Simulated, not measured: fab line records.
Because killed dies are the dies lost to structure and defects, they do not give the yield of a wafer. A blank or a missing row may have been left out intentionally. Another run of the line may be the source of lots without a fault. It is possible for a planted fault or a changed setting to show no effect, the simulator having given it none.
Which tool is to blame? || flow ritCmos || 39 wafers from 13 lots sampled at 2 of the route's 202 steps

WHAT EACH GAUGE READ, for each wafer
Not one reading of a measure or inspect step in the record can be checked against a usual standard deviation.

EACH LOT AND THE TOOL THAT RAN IT (in order: tool; ch and the chambers of the sampled wafers; start)
{"lot": "L574", "RIT_SILICIDE_RTA_06": "rtpAnneal-02 ch 0, day 3 13:14", "RIT_M1_PROBE_99": "prober-01, day 3 19:49"}
{"lot": "L575", "RIT_SILICIDE_RTA_06": "rtpAnneal-01 ch 0, day 3 15:34", "RIT_M1_PROBE_99": "prober-02, day 3 22:13"}
{"lot": "L579", "RIT_SILICIDE_RTA_06": "rtpAnneal-01 ch 0, day 4 11:46", "RIT_M1_PROBE_99": "prober-02, day 4 20:11"}
{"lot": "L578", "RIT_SILICIDE_RTA_06": "rtpAnneal-02 ch 0, day 4 11:49", "RIT_M1_PROBE_99": "prober-01, day 4 20:08"}
{"lot": "L582", "RIT_SILICIDE_RTA_06": "rtpAnneal-02 ch 0, day 4 21:31", "RIT_M1_PROBE_99": "prober-02, day 5 04:06"}
{"lot": "L584", "RIT_SILICIDE_RTA_06": "rtpAnneal-02 ch 0, day 5 06:16", "RIT_M1_PROBE_99": "prober-02, day 5 12:46"}
{"lot": "L587", "RIT_SILICIDE_RTA_06": "rtpAnneal-01 ch 0, day 6 00:49", "RIT_M1_PROBE_99": "prober-01, day 6 07:22"}
{"lot": "L589", "RIT_SILICIDE_RTA_06": "rtpAnneal-01 ch 0, day 6 09:20", "RIT_M1_PROBE_99": "prober-01, day 6 15:38"}
{"lot": "L591", "RIT_SILICIDE_RTA_06": "rtpAnneal-01 ch 0, day 6 22:41", "RIT_M1_PROBE_99": "prober-01, day 7 05:10"}
{"lot": "L593", "RIT_SILICIDE_RTA_06": "rtpAnneal-01 ch 0, day 7 13:02", "RIT_M1_PROBE_99": "prober-01, day 7 19:44"}
{"lot": "L595", "RIT_SILICIDE_RTA_06": "rtpAnneal-01 ch 0, day 7 23:28", "RIT_M1_PROBE_99": "prober-01, day 8 05:58"}
{"lot": "L596", "RIT_SILICIDE_RTA_06": "rtpAnneal-02 ch 0, day 8 08:35", "RIT_M1_PROBE_99": "prober-02, day 8 15:22"}
{"lot": "L597", "RIT_SILICIDE_RTA_06": "rtpAnneal-01 ch 0, day 8 10:28", "RIT_M1_PROBE_99": "prober-01, day 8 16:47"}
- RIT_SILICIDE_RTA_06: time 10 s, ramp up 5 s, ramp down 10 s.
- RIT_M1_PROBE_99

WHAT THE TOOLS THEMSELVES READ (means of the sampled wafers that have a number; where no wafer has one, the mark that the record gives instead)
RIT_SILICIDE_RTA_06.
{"lot": "L574", "tool": "rtpAnneal-02", "wafer_temp_C_max": 753.1}
{"lot": "L575", "tool": "rtpAnneal-01", "wafer_temp_C_max": 752.7}
{"lot": "L579", "tool": "rtpAnneal-01", "wafer_temp_C_max": 753.0}
{"lot": "L578", "tool": "rtpAnneal-02", "wafer_temp_C_max": 753.1}
{"lot": "L582", "tool": "rtpAnneal-02", "wafer_temp_C_max": 692.8}
{"lot": "L584", "tool": "rtpAnneal-02", "wafer_temp_C_max": 693.0}
{"lot": "L587", "tool": "rtpAnneal-01", "wafer_temp_C_max": 753.1}
{"lot": "L589", "tool": "rtpAnneal-01", "wafer_temp_C_max": 752.4}
{"lot": "L591", "tool": "rtpAnneal-01", "wafer_temp_C_max": 752.7}
{"lot": "L593", "tool": "rtpAnneal-01", "wafer_temp_C_max": 752.9}
{"lot": "L595", "tool": "rtpAnneal-01", "wafer_temp_C_max": 752.6}
{"lot": "L596", "tool": "rtpAnneal-02", "wafer_temp_C_max": 752.7}
{"lot": "L597", "tool": "rtpAnneal-01", "wafer_temp_C_max": 753.1}

RIT_M1_PROBE_99.
{"lot": "L574", "tool": "prober-01", "killed_at_M0_to_M3": 0.0, "killedAtContacts": 0.3, "killedAtFrontEnd": 9, "killedDies": 10, "killedOnRim": 3.0, "killedOpen": 6.3, "killedShort": 3.3}
{"lot": "L575", "tool": "prober-02", "killed_at_M0_to_M3": 0.0, "killedAtContacts": 0.0, "killedAtFrontEnd": 9, "killedDies": 9, "killedOnRim": 3.3, "killedOpen": 4.0, "killedShort": 5.3}
{"lot": "L579", "tool": "prober-02", "killed_at_M0_to_M3": 0.0, "killedAtContacts": 0.0, "killedAtFrontEnd": 5, "killedDies": 5, "killedOnRim": 1.7, "killedOpen": 3.0, "killedShort": 1.7}
{"lot": "L578", "tool": "prober-01", "killed_at_M0_to_M3": 0.0, "killedAtContacts": 0.0, "killedAtFrontEnd": 6, "killedDies": 6, "killedOnRim": 1.3, "killedOpen": 3.7, "killedShort": 2.0}
{"lot": "L582", "tool": "prober-02", "killed_at_M0_to_M3": 0.0, "killedAtContacts": 0.0, "killedAtFrontEnd": 3, "killedDies": 3, "killedOnRim": 0.3, "killedOpen": 1.3, "killedShort": 1.3}
{"lot": "L584", "tool": "prober-02", "killed_at_M0_to_M3": 0.0, "killedAtContacts": 0.0, "killedAtFrontEnd": 8, "killedDies": 8, "killedOnRim": 1.7, "killedOpen": 3.0, "killedShort": 4.7}
{"lot": "L587", "tool": "prober-01", "killed_at_M0_to_M3": 0.0, "killedAtContacts": 0.3, "killedAtFrontEnd": 4, "killedDies": 4, "killedOnRim": 1.7, "killedOpen": 3.3, "killedShort": 1.0}
{"lot": "L589", "tool": "prober-01", "killed_at_M0_to_M3": 0.0, "killedAtContacts": 0.0, "killedAtFrontEnd": 6, "killedDies": 6, "killedOnRim": 2.3, "killedOpen": 2.0, "killedShort": 4.3}
{"lot": "L591", "tool": "prober-01", "killed_at_M0_to_M3": 0.0, "killedAtContacts": 0.0, "killedAtFrontEnd": 11, "killedDies": 11, "killedOnRim": 4.0, "killedOpen": 5.3, "killedShort": 5.7}
{"lot": "L593", "tool": "prober-01", "killed_at_M0_to_M3": 0.0, "killedAtContacts": 0.0, "killedAtFrontEnd": 8, "killedDies": 8, "killedOnRim": 2.3, "killedOpen": 2.0, "killedShort": 5.7}
{"lot": "L595", "tool": "prober-01", "killed_at_M0_to_M3": 0.3, "killedAtContacts": 0.0, "killedAtFrontEnd": 8, "killedDies": 9, "killedOnRim": 1.3, "killedOpen": 3.7, "killedShort": 5.0}
{"lot": "L596", "tool": "prober-02", "killed_at_M0_to_M3": 0.0, "killedAtContacts": 0.0, "killedAtFrontEnd": 5, "killedDies": 5, "killedOnRim": 1.7, "killedOpen": 2.3, "killedShort": 2.3}
{"lot": "L597", "tool": "prober-01", "killed_at_M0_to_M3": 0.0, "killedAtContacts": 0.3, "killedAtFrontEnd": 11, "killedDies": 11, "killedOnRim": 3.7, "killedOpen": 4.0, "killedShort": 7.0}

THE ANSWER, worked out from the rows above alone
Rule: what is usual is taken from the lots themselves. The widest of any qualifying gaps counts: lots, ordered by their means at a reading, are off when they make up no more than a third of the lots, leave a main group of 4 or more, and stand apart from it by 3 or more times the standard deviation of that group's means. A main group whose means are all the same, to the digits that the tables above print for the reading, isn't used. Also off: a lot with no number at a reading for which 4 or more lots have one. Any other lot the step has rows for is counted as sound. First the gauges in route order, then the tools' own readings, where a lot's mean is used as printed above. The first step at which some lot is off is used, and at that step the reading that is off furthest; a lot without a number counts as furthest.
Off: L582, L584 (RIT_SILICIDE_RTA_06, wafer_temp_C_max). The main group has a mean of 752.9 with a standard deviation of 0.23.
If a tool, at that step or one of the process steps before it, ran each lot that is off and ran no sound lot following the first of them, it fits. No candidate that was tried fits.

WHAT THE SIMULATOR HAD PUT IN
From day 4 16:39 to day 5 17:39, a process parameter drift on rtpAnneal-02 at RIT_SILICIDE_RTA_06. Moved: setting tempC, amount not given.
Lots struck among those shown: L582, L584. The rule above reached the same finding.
